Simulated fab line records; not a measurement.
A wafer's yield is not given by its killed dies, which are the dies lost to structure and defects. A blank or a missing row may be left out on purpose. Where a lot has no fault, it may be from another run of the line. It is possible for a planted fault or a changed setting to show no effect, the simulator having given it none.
Which of the tools did it? / flow berkeley-cmos170 / Sampling: 15 lots, 45 wafers, 3 of 331 route steps

WHAT THE GAUGES READ, wafer by wafer
UCB170_M1_CD_MEAS_09: target cd 700 nm. Usual: cd-nm at 699.9 nm, with a standard deviation of 1.4.
lot=L647; measured=day 7 13:03; on=cd-sem-02; cd-nm (nm)=697.7 698.8 699.7; flag=
lot=L645; measured=day 7 13:18; on=cd-sem-01; cd-nm (nm)=698.7 699.1 699.5; flag=
lot=L646; measured=day 7 13:28; on=cd-sem-02; cd-nm (nm)=698.5 700.1 700.9; flag=
lot=L648; measured=day 7 15:25; on=cd-sem-02; cd-nm (nm)=698.7 698.4 698.2; flag=
lot=L649; measured=day 8 07:05; on=cd-sem-01; cd-nm (nm)=700.6 699.9 697.8; flag=
lot=L650; measured=day 8 07:16; on=cd-sem-02; cd-nm (nm)=698.5 698.4 699.9; flag=
lot=L654; measured=day 9 05:12; on=cd-sem-01; cd-nm (nm)=701.8 701.1 699.9; flag=
lot=L657; measured=day 9 07:52; on=cd-sem-01; cd-nm (nm)=699.2 699.3 700.3; flag=
lot=L658; measured=day 10 01:51; on=cd-sem-01; cd-nm (nm)=698.2 697.9 698.9; flag=
lot=L662; measured=day 10 09:19; on=cd-sem-02; cd-nm (nm)=698.0 698.4 699.2; flag=
lot=L660; measured=day 10 13:30; on=cd-sem-01; cd-nm (nm)=698.2 701.0 701.1; flag=
lot=L664; measured=day 10 13:08; on=cd-sem-01; cd-nm (nm)=698.1 699.3 697.6; flag=
lot=L665; measured=day 10 17:09; on=cd-sem-01; cd-nm (nm)=697.1 698.6 698.0; flag=
lot=L666; measured=day 11 12:39; on=cd-sem-02; cd-nm (nm)=699.2 701.0 700.5; flag=
lot=L668; measured=day 11 15:58; on=cd-sem-02; cd-nm (nm)=701.3 700.5 701.6; flag=

UCB170_M1_CD_MEAS_90: target cd 700 nm. Usual: cd-nm at 700.6 nm, with a standard deviation of 2.8.
lot=L647; measured=day 7 13:34; on=cd-sem-02; cd-nm (nm)=701.9 702.3 703.2; flag=
lot=L645; measured=day 7 13:44; on=cd-sem-01; cd-nm (nm)=696.3 695.3 697.0; flag=
lot=L646; measured=day 7 14:02; on=cd-sem-01; cd-nm (nm)=701.2 703.7 701.8; flag=
lot=L648; measured=day 7 15:51; on=cd-sem-01; cd-nm (nm)=699.9 701.3 699.9; flag=
lot=L649; measured=day 8 07:31; on=cd-sem-01; cd-nm (nm)=702.0 698.9 698.6; flag=
lot=L650; measured=day 8 07:44; on=cd-sem-02; cd-nm (nm)=697.2 694.9 696.6; flag=
lot=L654; measured=day 9 05:38; on=cd-sem-01; cd-nm (nm)=702.6 701.5 701.8; flag=
lot=L657; measured=day 9 08:20; on=cd-sem-02; cd-nm (nm)=702.8 703.8 705.1; flag=
lot=L658; measured=day 10 02:17; on=cd-sem-01; cd-nm (nm)=695.0 694.5 696.0; flag=
lot=L662; measured=day 10 09:45; on=cd-sem-02; cd-nm (nm)=696.6 698.9 697.9; flag=
lot=L660; measured=day 10 14:28; on=cd-sem-01; cd-nm (nm)=701.6 701.3 701.2; flag=
lot=L664; measured=day 10 14:06; on=cd-sem-01; cd-nm (nm)=697.7 702.6 699.8; flag=
lot=L665; measured=day 10 17:35; on=cd-sem-02; cd-nm (nm)=701.6 700.4 700.2; flag=
lot=L666; measured=day 11 13:05; on=cd-sem-02; cd-nm (nm)=702.5 699.3 703.6; flag=
lot=L668; measured=day 11 16:23; on=cd-sem-02; cd-nm (nm)=698.0 699.8 697.2; flag=

EACH LOT AND THE TOOL THAT RAN IT (in order: tool; ch and the chambers of the sampled wafers; start)
lot=L647; UCB170_M1_SPUTTER_00=pvd-sputter-02, day 7 11:50
lot=L645; UCB170_M1_SPUTTER_00=pvd-sputter-04, day 7 12:05
lot=L646; UCB170_M1_SPUTTER_00=pvd-sputter-01, day 7 12:22
lot=L648; UCB170_M1_SPUTTER_00=pvd-sputter-02, day 7 14:13
lot=L649; UCB170_M1_SPUTTER_00=pvd-sputter-01, day 8 05:13
lot=L650; UCB170_M1_SPUTTER_00=pvd-sputter-04, day 8 05:20
lot=L654; UCB170_M1_SPUTTER_00=pvd-sputter-02, day 9 03:46
lot=L657; UCB170_M1_SPUTTER_00=pvd-sputter-02, day 9 06:12
lot=L658; UCB170_M1_SPUTTER_00=pvd-sputter-04, day 9 23:15
lot=L662; UCB170_M1_SPUTTER_00=pvd-sputter-01, day 10 08:00
lot=L660; UCB170_M1_SPUTTER_00=pvd-sputter-02, day 10 11:21
lot=L664; UCB170_M1_SPUTTER_00=pvd-sputter-04, day 10 11:21
lot=L665; UCB170_M1_SPUTTER_00=pvd-sputter-01, day 10 15:23
lot=L666; UCB170_M1_SPUTTER_00=pvd-sputter-01, day 11 11:14
lot=L668; UCB170_M1_SPUTTER_00=pvd-sputter-04, day 11 14:41
- UCB170_M1_SPUTTER_00: material Al, target thk 600 nm, time 80 s.

AS READ BY THE TOOLS THEMSELVES (means over the sampled wafers that have a number; for cases with no such wafer, the mark the record gives instead)
UCB170_M1_SPUTTER_00. Usual: throttle-valve-pct at 30.0 %, with a standard deviation of 1.2.
lot=L647; tool=pvd-sputter-02; throttle-valve-pct (%)=28.3; flag=
lot=L645; tool=pvd-sputter-04; throttle-valve-pct (%)=30.5; flag=
lot=L646; tool=pvd-sputter-01; throttle-valve-pct (%)=29.4; flag=
lot=L648; tool=pvd-sputter-02; throttle-valve-pct (%)=29.9; flag=
lot=L649; tool=pvd-sputter-01; throttle-valve-pct (%)=29.3; flag=
lot=L650; tool=pvd-sputter-04; throttle-valve-pct (%)=31.0; flag=
lot=L654; tool=pvd-sputter-02; throttle-valve-pct (%)=30.2; flag=
lot=L657; tool=pvd-sputter-02; throttle-valve-pct (%)=29.4; flag=
lot=L658; tool=pvd-sputter-04; throttle-valve-pct (%)=30.5; flag=
lot=L662; tool=pvd-sputter-01; throttle-valve-pct (%)=29.4; flag=
lot=L660; tool=pvd-sputter-02; throttle-valve-pct (%)=30.9; flag=
lot=L664; tool=pvd-sputter-04; throttle-valve-pct (%)=30.4; flag=
lot=L665; tool=pvd-sputter-01; throttle-valve-pct (%)=29.3; flag=
lot=L666; tool=pvd-sputter-01; throttle-valve-pct (%)=29.3; flag=
lot=L668; tool=pvd-sputter-04; throttle-valve-pct (%)=30.2; flag=

THE ANSWER, worked out from the rows above alone
Rule: lot off if the mean of its wafers having a number is beyond 3 standard deviations from the usual mean. A lot without any number at a reading at which 4 lots or more have one is off too. The other lots that the step has rows for count as sound. The gauges are gone through in route order, then the tools' own readings, and for those a lot's mean is taken as printed above. At the first step where some lot is off, the reading lying furthest off is the one used; lots without a number count as furthest.
Across all readings shown, no lot is off: no conclusion can be drawn from this.

WHAT THE SIMULATOR HAD PUT IN
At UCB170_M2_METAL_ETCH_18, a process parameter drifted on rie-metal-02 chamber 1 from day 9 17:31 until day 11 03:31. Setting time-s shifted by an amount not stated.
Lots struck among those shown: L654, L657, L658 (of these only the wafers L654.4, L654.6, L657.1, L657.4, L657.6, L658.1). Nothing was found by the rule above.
